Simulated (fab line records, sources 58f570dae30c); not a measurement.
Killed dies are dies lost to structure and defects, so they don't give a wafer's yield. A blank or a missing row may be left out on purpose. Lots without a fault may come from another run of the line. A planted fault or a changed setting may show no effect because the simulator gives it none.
A struck lot beside a sound one | flow berkeley_cmos170 | 17 steps out of a route of 331
Sound: wafers L396.2, L396.4, L396.5. Struck: wafers L384.1, L384.4, L384.6. The cause comes at the end.
At each step with rows: each side's tool, then ch and its chambers, then its first start. Under that, the readings that differ: sound wafers | struck wafers | difference of the means | sigmas: that difference in standard deviations of wafers without a fault.
alike: readings whose means differ by less than 2 such deviations, and words and numbers that are the same on both sides. not compared: withheld readings, readings that some wafer has no value for, bounds like >300 that may hide the same value, and numbers for which the record gives no deviation and whose values overlap.
The two part at a step that has a row with sigmas, a row that says differs or no value, or rows on one side only. Numbers that don't overlap but have no deviation are shown without sigmas and don't part them. A reading that every wafer of one side lacks parts them only if that side has two wafers or more.

UCB170_PVT_STRIP_08: strips in O2.
  sound on plasma_asher-01 ch 0, day 9 20:47; struck on plasma_asher-01 ch 0, day 7 08:35
  alike: drypump_motor_current_A, oes_product_au, strip_time_to_endpoint_s
  not compared: rf_hours_counter_h
UCB170_PVT_TW_MEAS_09:
  sound on film_metro-03, day 9 20:53; struck on film_metro-02, day 7 08:41
  alike: PVT_TW
then, 1 step without rows for these wafers: UCB170_GATE_WET_ETCH_00 (etches SiO2 in dHF, time 200 s).
UCB170_FIELD_THK_MEAS_91:
  sound on film_metro-03, day 9 21:01; struck on film_metro-03, day 7 09:52
  alike: FIELD_OXIDE_LEFT_2_THK
then, 1 step without rows for these wafers: UCB170_GATE_OXIDATION_01 (target thk 6.6 nm, ox time 1800 s).
UCB170_GATE_THK_MEAS_02:
  sound on film_metro-01, day 10 03:47; struck on film_metro-04, day 7 13:28
  reading             | sound          | struck         | difference | sigmas
  GATE_OXIDE_THK (nm) | 6.45 6.48 6.32 | 6.69 6.76 6.65 | +0.28      | +2
then, 2 steps without rows for these wafers: UCB170_GATE_ANNEAL_03 (time 1800 s); UCB170_GATE_CVD_04 (deposits poly-Si from SiH4, time 1440 s, target thk 214 nm).
UCB170_GATE_THK_MEAS_05:
  sound on film_metro-04, day 10 11:47; struck on film_metro-04, day 7 20:17
  reading            | sound             | struck            | difference | sigmas
  GATE_POLY_THK (nm) | 211.0 211.7 212.1 | 218.2 218.1 218.5 | +6.7       | +3
then, 3 steps without rows for these wafers: UCB170_GATE_COAT_06; UCB170_GATE_COAT_07 (resist thk 900 nm); UCB170_GATE_SOFTBAKE_08 (time 60 s).
UCB170_GATE_EXPOSE_09: exposes mask POLY, target cd 350 nm.
  sound on krf_scanner-01 ch 0, day 10 12:19; struck on krf_scanner-02 ch 0, day 7 21:08
  reading | sound                | struck                        | difference | sigmas
  mask    | POLY#0 POLY#0 POLY#0 | POLY_R1#0 POLY_R1#0 POLY_R1#0 | differs    |
then, 2 steps without rows for these wafers: UCB170_GATE_PEB_10; UCB170_GATE_DEVELOP_11 (develop time 45 s).
UCB170_GATE_CD_MEAS_12: target cd 350 nm.
  sound on cd_sem-01, day 10 13:26; struck on cd_sem-01, day 7 22:13
  reading    | sound             | struck            | difference | sigmas
  cd_nm (nm) | 349.4 347.9 348.2 | 278.7 280.3 278.2 | -69.4      | -63
  not compared: hold
UCB170_M3_PROBE_99:
  the record has rows for the sound wafers here (prober-01, day 12 08:02) and none for the struck ones

WHERE THEY PART
First at UCB170_GATE_THK_MEAS_02; last, within this record, at UCB170_M3_PROBE_99.

WHY: what the simulator had put in
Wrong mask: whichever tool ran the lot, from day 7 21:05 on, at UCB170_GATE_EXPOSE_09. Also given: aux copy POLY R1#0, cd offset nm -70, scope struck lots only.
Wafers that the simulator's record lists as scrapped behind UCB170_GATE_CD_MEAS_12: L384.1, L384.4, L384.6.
